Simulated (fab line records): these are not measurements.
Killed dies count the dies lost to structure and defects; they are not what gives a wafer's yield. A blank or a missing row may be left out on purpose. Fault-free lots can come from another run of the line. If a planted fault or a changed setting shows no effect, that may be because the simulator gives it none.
Chamber matching    flow berkeley_cmos170    UCB170_GATE_ETCH_15 on rie_si-01: 4 sister chambers
The step etches poly-Si in HBr/Cl2, stops on SiO2, time 56.3 s, target depth 278.2 nm. 4 wafers are shown with their chamber, then 7 later ones without.

WAFERS PAIRED WITH THEIR CHAMBERS
wafer   chamber  throttle_valve_pct (%)
L140.4  2        26.31
L141.6  3        26.36
L154.2  0        26.65
L154.4  1        26.02

WAFERS WHOSE CHAMBER IS MISSING
wafer   throttle_valve_pct (%)
L154.5  26.35
L157.1  26.65
L157.2  26.36
L157.3  26.04
L156.1  26.31
L156.3  26.03
L156.4  26.65

THE CHAMBER EACH PASSED THROUGH
wafer   from the rows above  in truth
L154.5  3                    3
L157.1  0                    0
L157.2  3                    3
L157.3  1                    1
L156.1  2                    2
L156.3  1                    1
L156.4  0                    0
Placed correctly: 7 of 7. Can't be placed from these rows: 0. Placed wrongly: 0.
How it was worked out, from the rows above alone: a wafer's distance from a chamber is the root of the sum, over the readings, of the square of ((its reading less the chamber's mean) divided by the reading's scatter). If the next closest chamber is less than 2 further off than the closest, the wafer can't be placed; otherwise it belongs to the closest. Each chamber's mean is taken over the wafers shown for it. The scatter: root of mean squared gap, hidden wafer to nearest shown wafer, with one shown wafer a chamber.
